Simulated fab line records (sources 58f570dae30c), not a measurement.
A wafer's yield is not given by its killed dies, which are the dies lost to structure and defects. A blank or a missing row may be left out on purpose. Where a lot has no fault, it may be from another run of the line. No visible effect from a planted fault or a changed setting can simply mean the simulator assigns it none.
fab line records    flow berkeley_cmos170
record: lots: 13  wafers: 39  last_day: 12
route steps=331 shown PFIELD@85 NLDD@161 SPACER@172
lots with no fault: from the same line, run without faults
start_h: start of the lot's first displayed wafer, in hours after the record's first day    wait_h: hours since the lot's step before    " identical to the entry in the row above    L1.1+2: a single row standing in for several wafers    - no value, or no start given    * or withheld: withheld    < > ~ a bound
route shown NAME@n: NAME is a module with steps in the file, n the number in the route of the first one    usual: mean and standard deviation over wafers with no fault    same: alike in all rows    chamber/n: place in a boat    sites: each site's reading    _std_site: standard deviation of those values    _edge_site: the outer-site mean with the inner-site mean subtracted    radius_mm: how far each site lies from the wafer's centre    mask NAME#n: copy n    behind: the tool/chamber that last shaped the wafer    hold: why the lot went on hold/how many hours it stayed there/how the hold came to an end    device: the transistor (n, p or np) that didn't switch    end of line: at the end of the route, the tests of the same wafers    a step with no rows: only its recipe    killed: at the first sort, the dies lost to defects and structure; wafer yield is something else    map: shows each die of a wafer: x if killed, . if not, _ if none is there
set.NAME: setting as actually run; set.NAME@STEP: the setting as run at that earlier step    model.NAME: the simulator's own value behind a step, which no gauge read
steps of the route over a sample of lots; a table a step, a row a wafer
services: from which hour (start_h, from the record's first day; less than 0 if before it) a tool's chamber was out of use, for how many hours, and why
== steps ==
step: UCB170_PFIELD_OVL_MEAS_06
usual: PFIELD_OVL: -2/5
lot.wafer  tool        chamber  start_h  wait_h  PFIELD_OVL[nm]
L668.3     overlay-01  -        105.75   -       -3
L668.4     "           -        "        "       3
L668.6     "           -        "        "       -3
L670.1     overlay-01  -        108.79   -       -1
L670.3     "           -        "        "       -1
L670.4     "           -        "        "       3
L669.1     overlay-02  -        109.06   -       -2
L669.4     "           -        "        "       1
L669.6     "           -        "        "       -1
L672.1     overlay-01  -        116.87   -       2
L672.2     "           -        "        "       -5
L672.5     "           -        "        "       -10
L671.1     overlay-02  -        117.14   -       -10
L671.3     "           -        "        "       -4
L671.6     "           -        "        "       -6
L675.1     overlay-02  -        130.73   -       -7
L675.2     "           -        "        "       -6
L675.3     "           -        "        "       -8
L674.2     overlay-01  -        131.01   -       -2
L674.3     "           -        "        "       -6
L674.5     "           -        "        "       -3
L673.3     overlay-02  -        131.07   -       -4
L673.4     "           -        "        "       -13
L673.5     "           -        "        "       -6
L676.2     overlay-02  -        134.84   -       -11
L676.4     "           -        "        "       -6
L676.6     "           -        "        "       -10
L677.3     overlay-01  -        135.28   -       -1
L677.5     "           -        "        "       8
L677.6     "           -        "        "       -1
L679.2     overlay-02  -        145.79   -       2
L679.5     "           -        "        "       11
L679.6     "           -        "        "       7
L681.3     overlay-02  -        146.50   -       -7
L681.5     "           -        "        "       -6
L681.6     "           -        "        "       -8
L690.2     overlay-01  -        203.52   -       1
L690.3     "           -        "        "       -3
L690.6     "           -        "        "       -1
step: UCB170_NLDD_EXPOSE_03
recipe: mask_id: NSELECT  na: 0.5  sigma_outer: 0.6  source_shape: conventional  target_cd_nm: 1200  dose_mj: 30
lot.wafer   tool            chamber  start_h  wait_h  mask
L669.1+4+6  krf_scanner-01  0        148.99   0.3     NSELECT#0
L670.1+3+4  krf_scanner-02  0        149.35   0.4     NSELECT#0
L668.3+4+6  krf_scanner-01  0        149.63   0.4     NSELECT#0
L672.1+2+5  krf_scanner-02  0        159.82   -       NSELECT#0
L671.1+3+6  krf_scanner-01  0        160.06   0.3     NSELECT#0
L675.1+2+3  krf_scanner-01  0        182.08   0.1     NSELECT#0
L676.2+4+6  krf_scanner-01  0        182.21   0.2     NSELECT#0
L674.2+3+5  krf_scanner-01  0        182.36   0.1     NSELECT_R1#0
L677.3+5+6  krf_scanner-01  0        182.56   0.1     NSELECT#0
L673.3+4+5  krf_scanner-01  0        182.68   0.2     NSELECT#0
L681.3+5+6  krf_scanner-02  0        205.42   0.2     NSELECT#0
L679.2+5+6  krf_scanner-01  0        205.87   0.3     NSELECT#0
L690.2+3+6  krf_scanner-01  0        254.34   0.2     NSELECT#0
step: UCB170_NLDD_CD_MEAS_06
recipe: target_cd_nm: 1200
usual: cd_nm: 1199.7/1.6
lot.wafer  tool       chamber  start_h  wait_h  cd_nm
L669.1     cd_sem-01  -        150.20   -       1201.6
L669.4     "          -        "        "       1201.8
L669.6     "          -        "        "       1200.6
L670.1     cd_sem-01  -        150.56   -       1196.5
L670.3     "          -        "        "       1195.2
L670.4     "          -        "        "       1198.0
L668.3     cd_sem-02  -        150.79   -       1199.7
L668.4     "          -        "        "       1200.8
L668.6     "          -        "        "       1201.5
L672.1     cd_sem-01  -        161.39   -       1198.9
L672.2     "          -        "        "       1200.4
L672.5     "          -        "        "       1199.3
L671.1     cd_sem-02  -        161.45   -       1201.2
L671.3     "          -        "        "       1201.6
L671.6     "          -        "        "       1199.9
L675.1     cd_sem-01  -        182.61   -       1198.3
L675.2     "          -        "        "       1198.9
L675.3     "          -        "        "       1196.8
L676.2     cd_sem-01  -        182.87   -       1201.7
L676.4     "          -        "        "       1199.7
L676.6     "          -        "        "       1199.7
L674.2     cd_sem-01  -        182.99   -       960.2
L674.3     "          -        "        "       958.9
L674.5     "          -        "        "       959.9
L677.3     cd_sem-02  -        183.12   -       1199.3
L677.5     "          -        "        "       1198.3
L677.6     "          -        "        "       1197.9
L673.3     cd_sem-01  -        183.16   -       1197.0
L673.4     "          -        "        "       1199.2
L673.5     "          -        "        "       1197.7
L681.3     cd_sem-01  -        206.02   -       1198.2
L681.5     "          -        "        "       1198.0
L681.6     "          -        "        "       1196.5
L679.2     cd_sem-01  -        206.39   -       1200.3
L679.5     "          -        "        "       1198.9
L679.6     "          -        "        "       1200.2
L690.2     cd_sem-02  -        254.76   -       1201.4
L690.3     "          -        "        "       1201.9
L690.6     "          -        "        "       1201.4
step: UCB170_NLDD_OVL_MEAS_07
usual: NLDD_OVL: -2/5.4
lot.wafer  tool        chamber  start_h  wait_h  NLDD_OVL[nm]
L669.1     overlay-01  -        150.32   0.1     5
L669.4     "           -        "        "       -5
L669.6     "           -        "        "       2
L670.1     overlay-01  -        150.68   0.1     -9
L670.3     "           -        "        "       -12
L670.4     "           -        "        "       -6
L668.3     overlay-01  -        150.88   0.1     -6
L668.4     "           -        "        "       -11
L668.6     "           -        "        "       -6
L672.1     overlay-02  -        161.51   0.1     5
L672.2     "           -        "        "       1
L672.5     "           -        "        "       -8
L671.1     overlay-01  -        161.57   0.1     6
L671.3     "           -        "        "       2
L671.6     "           -        "        "       3
L675.1     overlay-01  -        182.73   0.1     -2
L675.2     "           -        "        "       -3
L675.3     "           -        "        "       -6
L676.2     overlay-02  -        182.98   0.1     6
L676.4     "           -        "        "       5
L676.6     "           -        "        "       9
L674.2     overlay-01  -        183.10   0.1     -1
L674.3     "           -        "        "       -2
L674.5     "           -        "        "       -2
L677.3     overlay-02  -        183.21   0.1     -15
L677.5     "           -        "        "       -7
L677.6     "           -        "        "       -13
L673.3     overlay-01  -        183.25   0.1     -1
L673.4     "           -        "        "       0
L673.5     "           -        "        "       0
L681.3     overlay-01  -        206.12   0.1     -4
L681.5     "           -        "        "       0
L681.6     "           -        "        "       2
L679.2     overlay-01  -        206.50   0.1     -2
L679.5     "           -        "        "       0
L679.6     "           -        "        "       -8
L690.2     overlay-01  -        254.87   0.1     -9
L690.3     "           -        "        "       -4
L690.6     "           -        "        "       -5
step: UCB170_SPACER_THK_MEAS_01
recipe: reads: SiO2_of_SPACER_CVD_00
usual: SPACER_TEOS_THK: 377/5
lot.wafer  tool           chamber  start_h  wait_h  SPACER_TEOS_THK[nm]
L669.1     film_metro-02  -        151.29   0.0     383
L669.4     "              -        "        "       385
L669.6     "              -        "        "       385
L670.1     film_metro-03  -        151.50   0.0     375
L670.3     "              -        "        "       370
L670.4     "              -        "        "       376
L668.3     film_metro-02  -        152.09   0.0     365
L668.4     "              -        "        "       373
L668.6     "              -        "        "       380
L672.1     film_metro-03  -        162.24   0.0     366
L672.2     "              -        "        "       377
L672.5     "              -        "        "       376
L671.1     film_metro-02  -        162.28   0.0     371
L671.3     "              -        "        "       377
L671.6     "              -        "        "       380
L675.1     film_metro-03  -        183.44   0.0     370
L675.2     "              -        "        "       373
L675.3     "              -        "        "       369
L676.2     film_metro-02  -        183.70   0.0     372
L676.4     "              -        "        "       378
L676.6     "              -        "        "       372
L674.2     film_metro-02  -        183.83   0.0     375
L674.3     "              -        "        "       376
L674.5     "              -        "        "       374
L677.3     film_metro-01  -        183.93   0.0     373
L677.5     "              -        "        "       383
L677.6     "              -        "        "       381
L673.3     film_metro-01  -        184.03   0.0     381
L673.4     "              -        "        "       374
L673.5     "              -        "        "       388
L681.3     film_metro-03  -        207.01   0.0     377
L681.5     "              -        "        "       384
L681.6     "              -        "        "       386
L679.2     film_metro-02  -        207.76   0.1     375
L679.5     "              -        "        "       381
L679.6     "              -        "        "       379
L690.2     film_metro-01  -        255.61   0.1     367
L690.3     "              -        "        "       374
L690.6     "              -        "        "       373
== services ==
tool            chamber  start_h  hours  kind
krf_scanner-01  -        155.87   0.1    repair
krf_scanner-01  -        163.15   0.8    pm
krf_scanner-02  -        168.39   1.3    pm
krf_scanner-02  -        179.70   3.6    pm
krf_scanner-01  -        183.26   1.3    pm
krf_scanner-01  -        214.71   1.7    repair
krf_scanner-01  -        215.92   0.6    repair
krf_scanner-01  -        223.71   4.0    pm
krf_scanner-02  -        238.86   1.0    pm
krf_scanner-01  -        240.61   1.0    pm
== key ==
first_sign: step: UCB170_NLDD_EXPOSE_03  reading: mask  direction: changed
effect: step: UCB170_NLDD_CD_MEAS_06  reading: cd_nm  direction: down  sigmas: 99+  usual: 1199.7  struck: 959.7
met_at UCB170_NLDD_EXPOSE_03
struck_lots L674
sort_left_out L674.2,L674.3,L674.5
tester_left_out L674
not_acting_at UCB170_PFIELD_OVL_MEAS_06,UCB170_NLDD_OVL_MEAS_07,UCB170_SPACER_THK_MEAS_01
onset_between 182.21 182.36
fault: kind: wrong_mask  tool: any  chamber: -  onset_h: 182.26  steps: UCB170_NLDD_EXPOSE_03  aux_copy: NSELECT_R1#0  cd_offset_nm: -240  scope: struck_lots_only
tester_left_out: of these lots the tester's yield and bins aren't shown, on N5 and GAA mostly nor the transistor test; their killed dies are dies lost to structure and defects alone, not to doping, threshold or leakage, so they don't give the yield
sort_left_out: the simulated sort isn't trusted on such a fault, so these wafers' sort isn't shown, and their yield isn't known
